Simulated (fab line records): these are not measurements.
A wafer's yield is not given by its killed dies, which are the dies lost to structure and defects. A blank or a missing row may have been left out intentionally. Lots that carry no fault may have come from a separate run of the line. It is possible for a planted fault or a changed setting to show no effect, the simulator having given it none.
Split-lot study || flow berkeley-cmos170 || 23 wafers read across 5 lots, on a route 331 steps long

ABOUT THE SPLIT
At UCB170_V1_ETCH_14 (etches SiO2 in CHF3/CF4/Ar, stops on Al, target depth 1250 nm, time 291 s), the setting time-s was moved away from the recipe's 291 s on 11 of the 23 wafers read, by +7.4% to +9.2%. All remaining wafers had this setting at the recipe value.

The split's own step is where the reading is taken.

THE READING
KrF_of_V1_COAT_07.thk-nm (the simulator's own value, which no gauge read), in nm, at UCB170_V1_ETCH_14 (etches SiO2 in CHF3/CF4/Ar, stops on Al, target depth 1250 nm, time 291 s). There is no usual value for it anywhere in the file. Across the 12 wafers here that went through the recipe, the average is 614.0 nm and the standard deviation 5.1 nm.

{"wafer": "L075.1", "tool, chamber at the split": "rie-diel-04, 2", "time-s as run, s": 317.8, "against the recipe": "+9.2%", "KrF_of_V1_COAT_07.thk-nm, nm": 589.4, "against lot-mates on the recipe": -21.1}
{"wafer": "L075.2", "tool, chamber at the split": "rie-diel-04, 1", "time-s as run, s": 317.8, "against the recipe": "+9.2%", "KrF_of_V1_COAT_07.thk-nm, nm": 580.5, "against lot-mates on the recipe": -30.0}
{"wafer": "L075.3", "tool, chamber at the split": "rie-diel-04, 0", "time-s as run, s": 291, "against the recipe": "recipe", "KrF_of_V1_COAT_07.thk-nm, nm": 612.3, "against lot-mates on the recipe": "-"}
{"wafer": "L075.5", "tool, chamber at the split": "rie-diel-04, 1", "time-s as run, s": 317.8, "against the recipe": "+9.2%", "KrF_of_V1_COAT_07.thk-nm, nm": 576.7, "against lot-mates on the recipe": -33.8}
{"wafer": "L075.6", "tool, chamber at the split": "rie-diel-04, 0", "time-s as run, s": 291, "against the recipe": "recipe", "KrF_of_V1_COAT_07.thk-nm, nm": 608.7, "against lot-mates on the recipe": "-"}
{"wafer": "L077.2", "tool, chamber at the split": "rie-diel-04, 1", "time-s as run, s": 291, "against the recipe": "recipe", "KrF_of_V1_COAT_07.thk-nm, nm": 611.7, "against lot-mates on the recipe": "-"}
{"wafer": "L077.3", "tool, chamber at the split": "rie-diel-04, 3", "time-s as run, s": 312.5, "against the recipe": "+7.4%", "KrF_of_V1_COAT_07.thk-nm, nm": 590.2, "against lot-mates on the recipe": -19.0}
{"wafer": "L077.4", "tool, chamber at the split": "rie-diel-04, 2", "time-s as run, s": 312.5, "against the recipe": "+7.4%", "KrF_of_V1_COAT_07.thk-nm, nm": 592.8, "against lot-mates on the recipe": -16.4}
{"wafer": "L077.5", "tool, chamber at the split": "rie-diel-04, 1", "time-s as run, s": 291, "against the recipe": "recipe", "KrF_of_V1_COAT_07.thk-nm, nm": 606.7, "against lot-mates on the recipe": "-"}
{"wafer": "L077.6", "tool, chamber at the split": "rie-diel-04, 2", "time-s as run, s": 312.5, "against the recipe": "+7.4%", "KrF_of_V1_COAT_07.thk-nm, nm": 596.7, "against lot-mates on the recipe": -12.5}
{"wafer": "L079.1", "tool, chamber at the split": "rie-diel-03, 3", "time-s as run, s": 316.5, "against the recipe": "+8.8%", "KrF_of_V1_COAT_07.thk-nm, nm": 588, "against lot-mates on the recipe": -33.9}
{"wafer": "L079.2", "tool, chamber at the split": "rie-diel-03, 1", "time-s as run, s": 316.5, "against the recipe": "+8.8%", "KrF_of_V1_COAT_07.thk-nm, nm": 601.2, "against lot-mates on the recipe": -20.7}
{"wafer": "L079.3", "tool, chamber at the split": "rie-diel-03, 0", "time-s as run, s": 291, "against the recipe": "recipe", "KrF_of_V1_COAT_07.thk-nm, nm": 620.4, "against lot-mates on the recipe": "-"}
{"wafer": "L079.5", "tool, chamber at the split": "rie-diel-03, 0", "time-s as run, s": 291, "against the recipe": "recipe", "KrF_of_V1_COAT_07.thk-nm, nm": 621.8, "against lot-mates on the recipe": "-"}
{"wafer": "L079.6", "tool, chamber at the split": "rie-diel-03, 1", "time-s as run, s": 291, "against the recipe": "recipe", "KrF_of_V1_COAT_07.thk-nm, nm": 623.4, "against lot-mates on the recipe": "-"}
{"wafer": "L076.1", "tool, chamber at the split": "rie-diel-04, 3", "time-s as run, s": 315.2, "against the recipe": "+8.3%", "KrF_of_V1_COAT_07.thk-nm, nm": 586.8, "against lot-mates on the recipe": -26.8}
{"wafer": "L076.3", "tool, chamber at the split": "rie-diel-04, 0", "time-s as run, s": 291, "against the recipe": "recipe", "KrF_of_V1_COAT_07.thk-nm, nm": 614.6, "against lot-mates on the recipe": "-"}
{"wafer": "L076.4", "tool, chamber at the split": "rie-diel-04, 2", "time-s as run, s": 315.2, "against the recipe": "+8.3%", "KrF_of_V1_COAT_07.thk-nm, nm": 594.4, "against lot-mates on the recipe": -19.1}
{"wafer": "L076.5", "tool, chamber at the split": "rie-diel-04, 2", "time-s as run, s": 315.2, "against the recipe": "+8.3%", "KrF_of_V1_COAT_07.thk-nm, nm": 593.7, "against lot-mates on the recipe": -19.8}
{"wafer": "L076.6", "tool, chamber at the split": "rie-diel-04, 3", "time-s as run, s": 291, "against the recipe": "recipe", "KrF_of_V1_COAT_07.thk-nm, nm": 612.5, "against lot-mates on the recipe": "-"}
{"wafer": "L084.1", "tool, chamber at the split": "rie-diel-03, 0", "time-s as run, s": 291, "against the recipe": "recipe", "KrF_of_V1_COAT_07.thk-nm, nm": 613.3, "against lot-mates on the recipe": "-"}
{"wafer": "L084.3", "tool, chamber at the split": "rie-diel-03, 3", "time-s as run, s": 291, "against the recipe": "recipe", "KrF_of_V1_COAT_07.thk-nm, nm": 609.1, "against lot-mates on the recipe": "-"}
{"wafer": "L084.6", "tool, chamber at the split": "rie-diel-03, 2", "time-s as run, s": 291, "against the recipe": "recipe", "KrF_of_V1_COAT_07.thk-nm, nm": 614, "against lot-mates on the recipe": "-"}

FIT RESULTS
A straight line over all 23 wafers: KrF_of_V1_COAT_07.thk-nm changes by -2.89 nm for each +1% of time-s; r = -0.91; the points scatter about the line by 5.8 nm.
The same after taking each lot's own level away (the mean of its wafers on the recipe; 23 wafers): -2.8 nm for each +1%; r = -0.95; scatter 4.2 nm.
According to that fit, moving time-s by its largest amount changes the reading by 26 nm.
From 609.20 to 621.87 nm: that is the span of the lots' own levels, equal to 2.5 times the standard deviation above.
So the lot-to-lot level changes the slope little: the two slopes agree.
Check: -26.1 nm against its lot-mates is what the line predicts for one of the wafers moved furthest among these (+9.2%) when that wafer is left out of the fit. Against them it came out at -21.1 nm.

THESE WAFERS: OTHER SPLITS
Other splits were also applied to these wafers ahead of the reading. Each is held against what the fit with the lots' levels taken away leaves over:
{"other split on the same wafers": "UCB170_NSD_IMPLANT_08 dose-cm2", "wafers away from the commonest value": 7, "r with KrF_of_V1_COAT_07.thk-nm (lot level and that fit taken away)": -0.07}
{"other split on the same wafers": "UCB170_SILICIDE_SPUTTER_01 power-w", "wafers away from the commonest value": 5, "r with KrF_of_V1_COAT_07.thk-nm (lot level and that fit taken away)": -0.14}
{"other split on the same wafers": "UCB170_M1_SPUTTER_00 power-w", "wafers away from the commonest value": 8, "r with KrF_of_V1_COAT_07.thk-nm (lot level and that fit taken away)": "+0.19"}
{"other split on the same wafers": "UCB170_M1_METAL_ETCH_12 time-s", "wafers away from the commonest value": 8, "r with KrF_of_V1_COAT_07.thk-nm (lot level and that fit taken away)": -0.01}

THE WHOLE CHAIN: every reading that the file lists as answering this split, in the file's order
{"step": "UCB170_V1_ETCH_14", "what it does": "etches SiO2 in CHF3/CF4/Ar, stops on Al, target depth 1250 nm, time 291 s", "reading": "KrF_of_V1_COAT_07.thk-nm (the simulator's own value, which no gauge read)", "change (the file's fit)": "-2.8 nm for each +1% of the setting", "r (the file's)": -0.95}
{"step": "UCB170_V1_STRIP_15", "what it does": "strips in O2", "reading": "strip-time-to-endpoint-s", "change (the file's fit)": "withheld for each +1% of the setting", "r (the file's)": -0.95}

THE FILE'S OWN FIT
KrF_of_V1_COAT_07.thk-nm changes by -2.8 nm for each +1% of time-s, r = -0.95.
